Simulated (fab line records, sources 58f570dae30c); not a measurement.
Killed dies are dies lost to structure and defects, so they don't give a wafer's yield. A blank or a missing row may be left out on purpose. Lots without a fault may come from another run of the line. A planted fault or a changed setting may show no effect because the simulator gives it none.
fab line records | flow berkeley_cmos170
record lots=5 wafers=23
route steps=331 shown M3@310
start_h: hours from the record's first day to the start of the lot's first wafer shown | wait_h: hours since the lot's step before | " the same as in the row above | L1.1+2: a row that stands for several wafers | - no value, or no start given | * or withheld: withheld | < > ~ a bound
route shown NAME@n: a module of which the file shows steps, and the number in the route of the first | usual: mean/standard deviation of fault-free wafers | same: alike in all rows | chamber/n: place in a boat | sites: the reading at each site | _std_site: their standard deviation | _edge_site: outer sites' mean less inner sites' | radius_mm: how far each site lies from the wafer's centre | mask NAME#n: copy n | behind: the tool/chamber that last shaped the wafer | hold: why the lot was held/for how many hours/how that ended | device: the transistor (n, p or np) that didn't switch | end of line: the same wafers' tests at the end of the route | a step without rows: its recipe alone | killed: dies lost to structure and defects at the first sort, not the wafer's yield | map: a wafer's dies, x killed, . not, _ none there
set.NAME: the setting as run; set.NAME@STEP: as run at that earlier step | model.NAME: the simulator's own value behind a step, which no gauge read
lots whose settings were changed on purpose; a table a step, a row a wafer
## steps
# step UCB170_M3_SPUTTER_01
# recipe material=Al target_thk_nm=900 time_s=120 power_w=6000 chamber_pressure_pa=0.5
# columns lot.wafer tool chamber start_h wait_h set.power_w model.Al_of_M3_SPUTTER_01.thk_nm
L074.1 pvd_sputter-02 - 163.08 0.0 6000 899.4
L074.5 " - " " 6000 889.3
L074.6 " - " " 6000 902.7
L075.1 pvd_sputter-02 - 166.91 0.0 6000 894.1
L075.2 " - " " 6000 892
L075.4 " - " " 6000 885.5
L075.5 " - " " 6000 891.6
L075.6 " - " " 6000 886.3
L078.1 pvd_sputter-02 - 178.35 0.0 6000 902.5
L078.2 " - " " 6000 885
L078.3 " - " " 6616 981.9
L078.4 " - " " 6000 893.3
L078.6 " - " " 6616 988.1
L080.1 pvd_sputter-01 - 195.57 0.0 6487 969.7
L080.2 " - " " 6000 906.4
L080.3 " - " " 6487 971.1
L080.5 " - " " 6487 967.5
L080.6 " - " " 6000 900.5
L085.1 pvd_sputter-03 - 236.12 0.0 6655 996.8
L085.3 " - " " 6000 897.4
L085.4 " - " " 6655 1006
L085.5 " - " " 6655 988.7
L085.6 " - " " 6000 904.4
# step UCB170_M3_RS_MEAS_02
# recipe thk_meas_gauge=four-point-probe reads=Al_of_M3_SPUTTER_01
# usual M3_AL_RS=0.0324/0.00037
# columns lot.wafer tool chamber start_h wait_h set.power_w@M3_SPUTTER_01 M3_AL_RS[ohm/sq]
L074.1 film_metro-03 - 163.16 0.0 6000 0.0322
L074.5 " - " " 6000 0.0326
L074.6 " - " " 6000 0.0321
L075.1 film_metro-04 - 166.99 0.0 6000 0.0324
L075.2 " - " " 6000 0.0325
L075.4 " - " " 6000 0.0328
L075.5 " - " " 6000 0.0325
L075.6 " - " " 6000 0.0327
L078.1 film_metro-02 - 178.43 0.0 6000 0.0320
L078.2 " - " " 6000 0.0327
L078.3 " - " " 6616 0.0294
L078.4 " - " " 6000 0.0324
L078.6 " - " " 6616 0.0292
L080.1 film_metro-04 - 195.66 0.0 6487 0.0299
L080.2 " - " " 6000 0.0319
L080.3 " - " " 6487 0.0299
L080.5 " - " " 6487 0.0299
L080.6 " - " " 6000 0.0322
L085.1 film_metro-02 - 236.20 0.0 6655 0.0290
L085.3 " - " " 6000 0.0322
L085.4 " - " " 6655 0.0287
L085.5 " - " " 6655 0.0292
L085.6 " - " " 6000 0.0320
# step UCB170_M3_THK_MEAS_03
# recipe thk_meas_gauge=xrf reads=Al_of_M3_SPUTTER_01
# usual M3_AL_THK=881/13
# columns lot.wafer tool chamber start_h wait_h set.power_w@M3_SPUTTER_01 M3_AL_THK[nm]
L074.1 film_metro-03 - 163.28 0.1 6000 878
L074.5 " - " " 6000 872
L074.6 " - " " 6000 875
L075.1 film_metro-04 - 167.11 0.1 6000 878
L075.2 " - " " 6000 879
L075.4 " - " " 6000 877
L075.5 " - " " 6000 874
L075.6 " - " " 6000 876
L078.1 film_metro-02 - 178.55 0.1 6000 895
L078.2 " - " " 6000 870
L078.3 " - " " 6616 974
L078.4 " - " " 6000 886
L078.6 " - " " 6616 979
L080.1 film_metro-04 - 195.78 0.1 6487 956
L080.2 " - " " 6000 890
L080.3 " - " " 6487 957
L080.5 " - " " 6487 948
L080.6 " - " " 6000 889
L085.1 film_metro-02 - 236.32 0.1 6655 989
L085.3 " - " " 6000 893
L085.4 " - " " 6655 1000
L085.5 " - " " 6655 982
L085.6 " - " " 6000 899
# step UCB170_M3_PEB_13
# recipe peb_temp_c=130 peb_time_s=withheld resist=KrF
# columns lot.wafer tool chamber start_h wait_h set.peb_temp_c
L074.1+5+6 litho_track-03 0 165.18 0.4 130
L075.1+2+5 litho_track-04 0 170.68 0.3 130
L075.4+6 " 0 " " 127.5
L078.1+2+3+4+6 litho_track-04 0 179.91 0.1 130
L080.1+2+3 litho_track-02 0 197.76 0.1 132.4
L080.5+6 " 0 " " 130
L085.1+3+4+5+6 litho_track-04 0 237.70 0.1 130
# step UCB170_M3_DEVELOP_14
# recipe developer=TMAH develop_time_s=45 resist=KrF dev_temp_c=21
# step UCB170_M3_CD_MEAS_15
# recipe target_cd_nm=700
# usual cd_nm=699.9/1.3
# columns lot.wafer tool chamber start_h wait_h set.peb_temp_c@M3_PEB_13 cd_nm
L074.1 cd_sem-01 - 165.46 - 130 699.8
L074.5 " - " " 130 699.6
L074.6 " - " " 130 698.0
L075.1 cd_sem-01 - 170.96 - 130 702.3
L075.2 " - " " 130 701.3
L075.4 " - " " 127.5 718.6
L075.5 " - " " 130 699.9
L075.6 " - " " 127.5 718.8
L078.1 cd_sem-01 - 180.18 - 130 698.9
L078.2 " - " " 130 699.4
L078.3 " - " " 130 699.8
L078.4 " - " " 130 698.8
L078.6 " - " " 130 700.3
L080.1 cd_sem-02 - 198.04 - 132.4 684.9
L080.2 " - " " 132.4 685.4
L080.3 " - " " 132.4 684.9
L080.5 " - " " 130 698.5
L080.6 " - " " 130 700.0
L085.1 cd_sem-01 - 237.98 - 130 699.8
L085.3 " - " " 130 699.0
L085.4 " - " " 130 700.1
L085.5 " - " " 130 697.6
L085.6 " - " " 130 699.3
# step UCB170_M3_ETCH_17
# recipe chemistry=N2/H2 target_depth_a=withheld overetch_a=withheld target=BARC time_s=withheld source_w=500 bias_w=100 pressure_mtorr=30 n2_flow_sccm=100 h2_flow_sccm=200
# columns lot.wafer tool chamber start_h wait_h set.peb_temp_c@M3_PEB_13 model.M3.cd_nm
L074.1 rie_diel-01 2 165.61 0.0 130 699.2
L074.5 " 0 " " 130 699.5
L074.6 " 3 " " 130 697.3
L075.1 rie_diel-03 2 171.12 0.0 130 701.9
L075.2 " 1 " " 130 700.9
L075.4 " 3 " " 127.5 717.8
L075.5 " 1 " " 130 699.9
L075.6 " 2 " " 127.5 718.7
L078.1 rie_diel-01 3 180.34 0.0 130 698.4
L078.2+3+6 " 2,1,3 " " 130 699.9
L078.4 " 0 " " 130 698.8
L080.1+2 rie_diel-03 0,3 198.19 0.0 132.4 685
L080.3 " 2 " " 132.4 684.4
L080.5 " 2 " " 130 698.1
L080.6 " 1 " " 130 700.3
L085.1 rie_diel-03 1 238.13 0.0 130 700
L085.3 " 3 " " 130 698.3
L085.4 " 2 " " 130 700.1
L085.5 " 2 " " 130 697.1
L085.6 " 3 " " 130 698.7
# step UCB170_M3_METAL_ETCH_18
# recipe chemistry=Cl2/BCl3 target=Al stop_on=SiO2 pressure_mtorr=12 target_depth_a=11700 over_etch_frac=0.3 time_s=195 icp_w=600 bias_w=120 Cl2_flow_sccm=90 bcl3_flow_sccm=45
# columns lot.wafer tool chamber start_h wait_h set.over_etch_frac set.peb_temp_c@M3_PEB_13 model.M3.cd_nm
L074.1 rie_metal-02 0 165.66 - 0.3 130 700.1
L074.5 " 0 " " 0.3 130 700.9
L074.6 " 0 " " 0.3 130 699.5
L075.1 rie_metal-02 1 171.16 - 0.2433 130 706
L075.2 " 0 " " 0.2433 130 703.5
L075.4 " 1 " " 0.3 127.5 718.4
L075.5 " 0 " " 0.3 130 702.3
L075.6 " 1 " " 0.2433 127.5 725.9
L078.1 rie_metal-04 0 180.38 - 0.3583 130 693.8
L078.2 " 1 " " 0.3 130 702.7
L078.3 " 0 " " 0.3 130 696.1
L078.4 " 1 " " 0.3583 130 697.5
L078.6 " 1 " " 0.3 130 703
L080.1 rie_metal-02 0 198.23 - 0.3 132.4 685.5
L080.2 " 1 " " 0.23 132.4 687.1
L080.3 " 0 " " 0.23 132.4 689.2
L080.5 " 0 " " 0.3 130 701.5
L080.6 " 1 " " 0.3 130 703.5
L085.1 rie_metal-04 1 238.17 - 0.3 130 701.6
L085.3 " 1 " " 0.2189 130 703.1
L085.4 " 0 " " 0.2189 130 700.5
L085.5 " 0 " " 0.2189 130 696.8
L085.6 " 1 " " 0.3 130 700
# step UCB170_M3_STRIP_19
# recipe chemistry=O2 power_w=400 pressure_mtorr=3500 platen_temp_c=withheld o2_flow_sccm=400 overash_fraction=0.5
# step UCB170_M3_CD_MEAS_90
# recipe target_cd_nm=700
# usual cd_nm=700/4.1
# columns lot.wafer tool chamber start_h wait_h set.peb_temp_c@M3_PEB_13 cd_nm
L074.1 cd_sem-01 - 166.24 0.2 130 700
L074.5 " - " " 130 701
L074.6 " - " " 130 700
L075.1 cd_sem-01 - 171.45 0.1 130 706
L075.2 " - " " 130 703
L075.4 " - " " 127.5 719
L075.5 " - " " 130 702
L075.6 " - " " 127.5 726
L078.1 cd_sem-02 - 180.67 0.1 130 694
L078.2 " - " " 130 702
L078.3 " - " " 130 696
L078.4 " - " " 130 697
L078.6 " - " " 130 703
L080.1 cd_sem-01 - 198.52 0.1 132.4 686
L080.2 " - " " 132.4 687
L080.3 " - " " 132.4 689
L080.5 " - " " 130 702
L080.6 " - " " 130 704
L085.1 cd_sem-01 - 238.46 0.1 130 702
L085.3 " - " " 130 703
L085.4 " - " " 130 700
L085.5 " - " " 130 697
L085.6 " - " " 130 700
## key
split step=UCB170_M3_SPUTTER_01 setting=power_w stated=6000 by=wafer
response step=UCB170_M3_SPUTTER_01 reading=model.Al_of_M3_SPUTTER_01.thk_nm change=+8.69 per=1% r=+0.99
response step=UCB170_M3_RS_MEAS_02 reading=M3_AL_RS change=-0.000285 per=1% r=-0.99
response step=UCB170_M3_THK_MEAS_03 reading=M3_AL_THK change=+8.63 per=1% r=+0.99
split step=UCB170_M3_PEB_13 setting=peb_temp_c stated=130 by=wafer
response step=UCB170_M3_CD_MEAS_15 reading=cd_nm change=-8.42 per=1% r=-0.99
response step=UCB170_M3_ETCH_17 reading=model.M3.cd_nm change=-8.44 per=1% r=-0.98
response step=UCB170_M3_METAL_ETCH_18 reading=model.M3.cd_nm change=-8.89 per=1% r=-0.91
response step=UCB170_M3_CD_MEAS_90 reading=cd_nm change=-8.97 per=1% r=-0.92
split step=UCB170_M3_METAL_ETCH_18 setting=over_etch_frac stated=0.3 by=wafer
response none clear
